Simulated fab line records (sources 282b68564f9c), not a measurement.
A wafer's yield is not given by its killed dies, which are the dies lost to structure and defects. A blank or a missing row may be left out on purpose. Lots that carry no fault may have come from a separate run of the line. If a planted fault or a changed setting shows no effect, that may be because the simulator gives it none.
A struck lot beside a sound one | flow rit_cmos | 43 steps out of a route of 202
Sound: these wafers, L193.4, L193.5, L193.6. Wafers struck: L202.1, L202.2, L202.6. The cause comes at the end.
For every step that has rows: the tool of each side, followed by ch and its chambers, followed by its first start. Under that, the readings that differ: sound wafers | struck wafers | difference of the means | sigmas: that difference in standard deviations of wafers without a fault.
alike: readings whose means differ by less than 2 such deviations, and words and numbers that are the same on both sides. not compared: withheld readings, readings that some wafer has no value for, bounds like >300 that may hide the same value, and numbers for which the record gives no deviation and whose values overlap.
A row with sigmas, a row that says differs or no value, or rows on one side alone: a step with any of these is where the two part. Numbers that have no deviation but don't overlap get no sigmas and don't part them. A reading that every wafer of one side lacks parts them only if that side has two wafers or more.

first, 1 step without rows for these wafers: RIT_PRETRO_IMPLANT_08.
RIT_PRETRO_STRIP_09: strips in O2, time 180 s.
  sound on plasma_asher-03 ch 0,1, day 5 00:41; struck on plasma_asher-01 ch 0,1, day 6 21:42
  alike: drypump_motor_current_A
  not compared: rf_hours_counter_h
RIT_PRETRO_TW_MEAS_10:
  sound on film_metro-01, day 5 00:50; struck on film_metro-01, day 6 21:53
  alike: PRETRO_TW
then, 5 steps without rows for these wafers: RIT_GATE_WET_ETCH_00 (etches SiO2 in BOE, target depth 56 nm, time 60 s); RIT_GATE_CLEAN_01 (cleans in SC1, time 600 s); RIT_GATE_CLEAN_02 (cleans in dHF, time 30 s); RIT_GATE_CLEAN_03 (cleans in SC2, time 600 s); RIT_GATE_CLEAN_04 (cleans in dHF, time 60 s).
RIT_FOX2_THK_MEAS_91:
  sound on film_metro-04, day 5 01:31; struck on film_metro-03, day 6 22:21
  alike: FIELD_OXIDE_LEFT_2_THK
then, 2 steps without rows for these wafers: RIT_GATE_OXIDATION_05 (target thk 3 nm, ox time 270 s); RIT_GATE_ANNEAL_06 (time 600 s).
RIT_GATE_THK_MEAS_07:
  sound on film_metro-01, day 5 02:54; struck on film_metro-04, day 7 00:38
  alike: GATE_OXIDE_THK
RIT_GATE_CVD_08: deposits poly-Si from SiH4, target thk 250 nm, time 2157 s.
  sound on lpcvd-02 ch 1, day 5 03:28; struck on lpcvd-01 ch 0, day 7 00:41
  reading                                  | sound              | struck            | difference | sigmas
  sih4_flow_sccm (sccm)                    | 99.75 99.71 100.00 | 49.95 49.72 50.06 | -49.91     | -99 or more
  model.poly-Si_of_GATE_CVD_08.thk_nm (nm) | 247.5 244.8 245.2  | 121.4 120.4 122.3 | -124.5     |
RIT_GATE_THK_MEAS_09:
  sound on film_metro-04, day 5 05:55; struck on film_metro-01, day 7 02:19
  reading            | sound             | struck            | difference | sigmas
  GATE_POLY_THK (nm) | 247.3 244.8 245.3 | 121.5 120.4 122.2 | -124.4     | -59
then, 6 steps without rows for these wafers: RIT_GATE_HMDS_10 (prime time 60 s); RIT_GATE_COAT_11 (resist thk 850 nm); RIT_GATE_SOFTBAKE_12 (time 60 s); RIT_GATE_EXPOSE_13 (exposes mask M6, target cd 150 nm); RIT_GATE_PEB_14; RIT_GATE_DEVELOP_15 (develop time 50 s).
RIT_GATE_CD_MEAS_16: the cd target is 150 nm.
  sound on cd_sem-01, day 5 06:59; struck on cd_sem-02, day 7 03:13
  alike: cd_nm
RIT_GATE_OVL_MEAS_17:
  sound on overlay-02, day 5 07:04; struck on overlay-01, day 7 03:20
  alike: GATE_OVL
then, 1 step without rows for these wafers: RIT_GATE_HARDBAKE_18 (time 60 s).
RIT_GATE_ETCH_19: etches poly-Si in SF6/CHF3/O2, stops on SiO2, time 165 s, target depth 312.5 nm.
  sound on rie_si-02 ch 2,3, day 5 07:14; struck on rie_si-01 ch 0,1, day 7 03:32
  reading                          | sound             | struck            | difference | sigmas
  oes_product_au (a.u.)            | 0.838 0.838 0.836 | 0.548 0.556 0.544 | -0.288     | -24
  model.etch.depth_nm (nm)         | 247.5 244.8 245.2 | 121.4 120.4 122.3 | -124.5     |
  model.GATE.feature_depth_nm (nm) | 247.5 244.8 245.2 | 121.4 120.4 122.3 | -124.5     |
  alike: drypump_motor_current_A, throttle_valve_pct
  not compared: rf_hours_counter_h
RIT_GATE_STRIP_20: strips in O2, time 180 s.
  sound on plasma_asher-01 ch 0,1, day 5 07:24; struck on plasma_asher-03 ch 0,1, day 7 03:38
  alike: drypump_motor_current_A
  not compared: rf_hours_counter_h
RIT_GATE_CD_MEAS_90: the cd target is 150 nm.
  sound on cd_sem-02, day 5 07:34; struck on cd_sem-01, day 7 03:49
  alike: cd_nm
then, 4 steps without rows for these wafers: RIT_REOX_CLEAN_00 (cleans in SC1, time 600 s); RIT_REOX_CLEAN_01 (cleans in dHF, time 30 s); RIT_REOX_CLEAN_02 (cleans in SC2, time 600 s); RIT_REOX_OXIDATION_03 (target thk 25.2 nm, ox time 5580 s).
RIT_REOX_THK_MEAS_04:
  sound on film_metro-02, day 5 10:35; struck on film_metro-03, day 7 07:16
  alike: REOX_OXIDE_THK
then, 6 steps without rows for these wafers: RIT_NLDD_HMDS_00 (prime time 60 s); RIT_NLDD_COAT_01 (resist thk 1000 nm); RIT_NLDD_SOFTBAKE_02 (time 60 s); RIT_NLDD_EXPOSE_03 (exposes mask M7, target cd 40700 nm); RIT_NLDD_PEB_04; RIT_NLDD_DEVELOP_05 (develop time 50 s).
RIT_NLDD_OVL_MEAS_06:
  sound on overlay-01, day 5 11:36; struck on overlay-01, day 7 08:18
  alike: NLDD_OVL
then, 2 steps without rows for these wafers: RIT_NLDD_HARDBAKE_07 (time 60 s); RIT_NLDD_IMPLANT_08.
RIT_NLDD_STRIP_09: strips in O2, time 180 s.
  sound on plasma_asher-04 ch 0,1, day 5 12:05; struck on plasma_asher-02 ch 0,1, day 7 08:39
  alike: drypump_motor_current_A
  not compared: rf_hours_counter_h
RIT_NLDD_TW_MEAS_10:
  sound on film_metro-03, day 5 12:14; struck on film_metro-02, day 7 08:49
  alike: NLDD_TW
RIT_SDANNEAL_CLEAN_02: cleans in SC2, time 600 s.
  sound on wet_bench-04 ch 2, day 5 19:20; struck on wet_bench-04 ch 0, day 7 15:57
  reading                                  | sound             | struck            | difference | sigmas
  model.poly-Si_of_GATE_CVD_08.thk_nm (nm) | 159.1 155.3 157.4 | 33.79 32.79 33.48 | -123.91    |

## WHERE THEY PART
Earliest at RIT_GATE_CVD_08; latest, in this record, at RIT_GATE_ETCH_19. Later steps at which nothing parts them and some readings are alike: RIT_GATE_STRIP_20, RIT_GATE_CD_MEAS_90, RIT_REOX_THK_MEAS_04, RIT_NLDD_OVL_MEAS_06, RIT_NLDD_STRIP_09, RIT_NLDD_TW_MEAS_10.

WHY: the cause the simulator had injected
lpcvd-01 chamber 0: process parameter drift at RIT_GATE_CVD_08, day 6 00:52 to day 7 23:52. Setting sih4_flow_sccm shifted by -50 from 100.
